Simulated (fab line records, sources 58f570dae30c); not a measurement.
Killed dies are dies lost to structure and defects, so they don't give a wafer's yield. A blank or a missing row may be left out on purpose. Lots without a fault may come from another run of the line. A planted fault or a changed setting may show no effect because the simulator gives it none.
Which tool did it? | flow berkeley_cmos170 | 14 lots, 42 wafers sampled, at 6 steps of a route of 331

WHAT THE GAUGES READ, wafer by wafer
UCB170_GATE_THK_MEAS_05. Usual: GATE_POLY_THK 212.6 nm, standard deviation 1.8.
lot  | measured     | on            | GATE_POLY_THK (nm)                  | flag
L920 | day 6 13:15  | film_metro-04 | 216.3 216.4 215.5                   |
L921 | day 7 13:48  | film_metro-04 | 211.8 213.2 213.5                   |
L922 | day 7 18:24  | film_metro-01 | 213.3 213.5 211.5                   |
L923 | day 7 18:28  | film_metro-01 | 210.7 207.9 209.3                   |
L926 | day 8 17:32  | film_metro-04 | 245.5 244.9 246.1 245.4 245.1 246.2 | OFF
L927 | day 8 17:32  | film_metro-02 | 245.3 246.2 244.3 245.1 246.1 244.3 | OFF
L934 | day 10 02:44 | film_metro-01 | 212.5 213.4 213.3                   |
L935 | day 10 02:45 | film_metro-04 | 213.7 214.4 215.6                   |
L937 | day 10 20:00 | film_metro-01 | 211.1 209.2 211.2                   |
L938 | day 10 20:00 | film_metro-04 | 210.5 211.3 210.9                   |
L940 | day 11 06:47 | film_metro-01 | 210.9 210.6 209.7                   |
L941 | day 11 06:47 | film_metro-02 | 212.8 213.2 213.3                   |
L942 | day 11 06:43 | film_metro-01 | 210.6 209.8 209.9                   |
L943 | day 12 02:04 | film_metro-02 | 215.0 212.8 214.6                   |

UCB170_PSD_CD_MEAS_06: target cd 1200 nm. Usual: cd_nm 1200.4 nm, standard deviation 1.6.
lot  | measured     | on        | cd_nm (nm)           | flag
L920 | day 7 03:46  | cd_sem-01 | 1199.0 1200.2 1200.2 |
L921 | day 8 01:02  | cd_sem-01 | 1200.1 1198.1 1199.9 |
L922 | day 8 08:57  | cd_sem-01 | 1200.0 1201.2 1199.9 |
L923 | day 8 09:06  | cd_sem-02 | 1200.3 1201.2 1201.8 |
L926 | day 9 07:05  | cd_sem-02 | 1200.3 1199.6 1200.2 |
L927 | day 9 06:47  | cd_sem-01 | 1198.5 1198.6 1196.5 |
L934 | day 10 17:57 | cd_sem-02 | 1201.2 1201.9 1200.3 |
L935 | day 10 17:08 | cd_sem-01 | 1200.5 1202.7 1202.2 |
L937 | day 11 08:52 | cd_sem-02 | 1201.6 1201.2 1202.0 |
L938 | day 11 09:09 | cd_sem-01 | 1201.4 1200.4 1200.2 |
L940 | day 11 20:45 | cd_sem-02 | 1200.2 1199.8 1200.2 |
L941 | day 11 20:42 | cd_sem-01 | 1201.5 1202.3 1202.9 |
L942 | day 11 20:23 | cd_sem-01 | 1199.3 1198.0 1199.7 |
L943 | day 12 16:50 | cd_sem-01 | 1199.0 1199.1 1198.2 |

UCB170_PSD_TW_MEAS_10. Usual: PSD_TW 2329, standard deviation 24.
lot  | measured     | on            | PSD_TW         | flag
L920 | day 7 04:10  | film_metro-03 | 2365 2377 2378 |
L921 | day 8 01:26  | film_metro-02 | 2294 2290 2293 |
L922 | day 8 09:22  | film_metro-04 | 2335 2347 2338 |
L923 | day 8 09:30  | film_metro-02 | 2295 2287 2282 |
L926 | day 9 07:37  | film_metro-02 | 2298 2301 2294 |
L927 | day 9 07:20  | film_metro-04 | 2355 2342 2346 |
L934 | day 10 18:21 | film_metro-02 | 2306 2307 2298 |
L935 | day 10 17:32 | film_metro-04 | 2332 2327 2341 |
L937 | day 11 09:17 | film_metro-04 | 2332 2334 2333 |
L938 | day 11 09:33 | film_metro-02 | 2305 2287 2294 |
L940 | day 11 21:10 | film_metro-04 | 2327 2331 2327 |
L941 | day 11 21:05 | film_metro-03 | 2352 2362 2343 |
L942 | day 11 20:47 | film_metro-04 | 2329 2341 2330 |
L943 | day 12 17:13 | film_metro-03 | 2358 2360 2350 |

WHICH TOOL RAN EACH LOT (tool, then ch and the chambers of the sampled wafers, then the start)
lot  | UCB170_GATE_CVD_04          | UCB170_GATE_ETCH_15              | UCB170_PLDD_STRIP_10
L920 | lpcvd-02 ch 0, day 6 11:47  | rie_si-02 ch 2,3, day 6 14:55    | plasma_asher-03 ch 1, day 6 17:29
L921 | lpcvd-01 ch 1, day 7 12:24  | rie_si-02 ch 1,2,3, day 7 15:04  | plasma_asher-02 ch 0,1, day 7 16:59
L922 | lpcvd-02 ch 1, day 7 17:00  | rie_si-02 ch 0,1,2, day 7 19:50  | plasma_asher-02 ch 0,1, day 7 22:04
L923 | lpcvd-02 ch 1, day 7 17:00  | rie_si-02 ch 0,1,3, day 7 20:07  | plasma_asher-01 ch 0,1, day 7 22:16
L926 | lpcvd-02 ch 1, day 8 16:08  | rie_si-01 ch 0,3, day 8 23:38    | plasma_asher-03 ch 0, day 9 01:38
L927 | lpcvd-02 ch 1, day 8 16:08  | rie_si-02 ch 0,1,3, day 8 22:38  | plasma_asher-01 ch 0,1, day 9 00:32
L934 | lpcvd-01 ch 1, day 10 00:38 | rie_si-02 ch 1,3, day 10 04:26   | plasma_asher-03 ch 0,1, day 10 06:45
L935 | lpcvd-01 ch 1, day 10 00:38 | rie_si-01 ch 2,3, day 10 04:10   | plasma_asher-02 ch 0,1, day 10 06:28
L937 | lpcvd-01 ch 0, day 10 18:36 | rie_si-02 ch 0,1,3, day 10 21:21 | plasma_asher-03 ch 0,1, day 10 23:25
L938 | lpcvd-01 ch 1, day 10 18:36 | rie_si-01 ch 0,1,3, day 10 21:29 | plasma_asher-02 ch 1, day 10 23:41
L940 | lpcvd-01 ch 1, day 11 05:19 | rie_si-02 ch 1,3, day 11 08:18   | plasma_asher-03 ch 1, day 11 10:46
L941 | lpcvd-01 ch 1, day 11 05:19 | rie_si-01 ch 0,1, day 11 08:04   | plasma_asher-01 ch 0,1, day 11 10:14
L942 | lpcvd-01 ch 0, day 11 05:19 | rie_si-02 ch 0,1,3, day 11 08:01 | plasma_asher-03 ch 0,1, day 11 10:02
L943 | lpcvd-01 ch 0, day 12 00:38 | rie_si-02 ch 0,2, day 12 03:11   | plasma_asher-01 ch 0,1, day 12 05:25
- UCB170_GATE_CVD_04: deposits poly-Si from SiH4, time 1440 s, target thk 214 nm.
- UCB170_GATE_ETCH_15: etches poly-Si in HBr/Cl2, stops on SiO2, time 56.3 s, target depth 278.2 nm.
- UCB170_PLDD_STRIP_10: strips in O2.

WHAT THE TOOLS THEMSELVES READ (means of the sampled wafers that have a number; where no wafer has one, the mark that the record gives instead)
UCB170_GATE_CVD_04. Usual: zone_power_source_pct 12.3 %, standard deviation 1.2.
lot  | tool     | zone_power_source_pct (%) | flag
L920 | lpcvd-02 | 11.3                      |
L921 | lpcvd-01 | 13.8                      |
L922 | lpcvd-02 | 11.6                      |
L923 | lpcvd-02 | 11.6                      |
L926 | lpcvd-02 | 11.7                      |
L927 | lpcvd-02 | 11.6                      |
L934 | lpcvd-01 | 13.8                      |
L935 | lpcvd-01 | 13.9                      |
L937 | lpcvd-01 | 11.2                      |
L938 | lpcvd-01 | 13.8                      |
L940 | lpcvd-01 | 13.6                      |
L941 | lpcvd-01 | 13.8                      |
L942 | lpcvd-01 | 11.2                      |
L943 | lpcvd-01 | 11.1                      |

UCB170_GATE_ETCH_15. Usual: drypump_motor_current_A 5.81 A, standard deviation 0.29; oes_product_au 0.829 a.u., standard deviation 0.014; throttle_valve_pct 26.50 %, standard deviation 0.26.
lot  | tool      | drypump_motor_current_A (A) | oes_product_au (a.u.) | throttle_valve_pct (%) | flag
L920 | rie_si-02 | 5.84                        | 0.853                 | 26.66                  |
L921 | rie_si-02 | 5.81                        | 0.834                 | 26.47                  |
L922 | rie_si-02 | 5.62                        | 0.831                 | 26.55                  |
L923 | rie_si-02 | 5.78                        | 0.804                 | 26.43                  |
L926 | rie_si-01 | 5.93                        | 0.915                 | 26.40                  | OFF
L927 | rie_si-02 | 5.77                        | 0.902                 | 26.43                  | OFF
L934 | rie_si-02 | 5.82                        | 0.826                 | 26.26                  |
L935 | rie_si-01 | 5.42                        | 0.829                 | 26.69                  |
L937 | rie_si-02 | 5.80                        | 0.818                 | 26.44                  |
L938 | rie_si-01 | 5.97                        | 0.835                 | 26.44                  |
L940 | rie_si-02 | 5.99                        | 0.821                 | 26.35                  |
L941 | rie_si-01 | 5.97                        | 0.843                 | 26.25                  |
L942 | rie_si-02 | 5.79                        | 0.811                 | 26.44                  |
L943 | rie_si-02 | 5.58                        | 0.828                 | 26.77                  |

UCB170_PLDD_STRIP_10. Usual: drypump_motor_current_A 6.0 A, standard deviation 0.37; oes_product_au 0.735 a.u., standard deviation 0.005; strip_time_to_endpoint_s 21.64 s, standard deviation 0.069.
lot  | tool            | drypump_motor_current_A (A) | oes_product_au (a.u.) | strip_time_to_endpoint_s (s) | flag
L920 | plasma_asher-03 | 5.3                         | 0.732                 | 21.62                        |
L921 | plasma_asher-02 | 6.3                         | 0.737                 | 21.77                        |
L922 | plasma_asher-02 | 6.3                         | 0.736                 | 21.75                        |
L923 | plasma_asher-01 | 6.2                         | 0.729                 | 21.66                        |
L926 | plasma_asher-03 | 5.8                         | 0.738                 | 21.61                        |
L927 | plasma_asher-01 | 6.1                         | 0.736                 | 21.74                        |
L934 | plasma_asher-03 | 5.4                         | 0.736                 | 21.60                        |
L935 | plasma_asher-02 | 6.3                         | 0.738                 | 21.61                        |
L937 | plasma_asher-03 | 5.4                         | 0.731                 | 21.63                        |
L938 | plasma_asher-02 | 6.2                         | 0.739                 | 21.54                        |
L940 | plasma_asher-03 | 5.2                         | 0.739                 | 21.65                        |
L941 | plasma_asher-01 | 6.2                         | 0.739                 | 21.55                        |
L942 | plasma_asher-03 | 5.5                         | 0.735                 | 21.57                        |
L943 | plasma_asher-01 | 6.2                         | 0.734                 | 21.64                        |

THE ANSWER, worked out from the rows above alone
Rule: a lot is off if the mean of its wafers that have a number lies more than 3 standard deviations from the usual mean. A lot without any number at a reading at which 4 lots or more have one is off too. The other lots that the step has rows for count as sound. The gauges are gone through in route order, then the tools' own readings, and for those a lot's mean is taken as printed above. The first step at which some lot is off is used, and at that step the reading that is off furthest; a lot without a number counts as furthest.
Off: L926, L927, at UCB170_GATE_THK_MEAS_05 (GATE_POLY_THK).
A tool fits if, at a process step before that reading, it ran every lot that is off, and no sound lot after the first of them. The gauges at UCB170_GATE_THK_MEAS_05 aren't tried: what is off there is off at UCB170_GATE_ETCH_15 too, on other tools, and a gauge's error can't cause that. One fits: lpcvd-02 at UCB170_GATE_CVD_04. Its last sound lot is L922 (day 7 17:00), its first lot that is off L926 (day 8 16:08): a fault that began between those two fits.

WHAT THE SIMULATOR HAD PUT IN
Process parameter drift: lpcvd-02, from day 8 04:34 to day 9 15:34, at UCB170_GATE_CVD_04. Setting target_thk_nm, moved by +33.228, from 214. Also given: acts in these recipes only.
Lots struck among those shown: L926, L927. The rule above found the same.
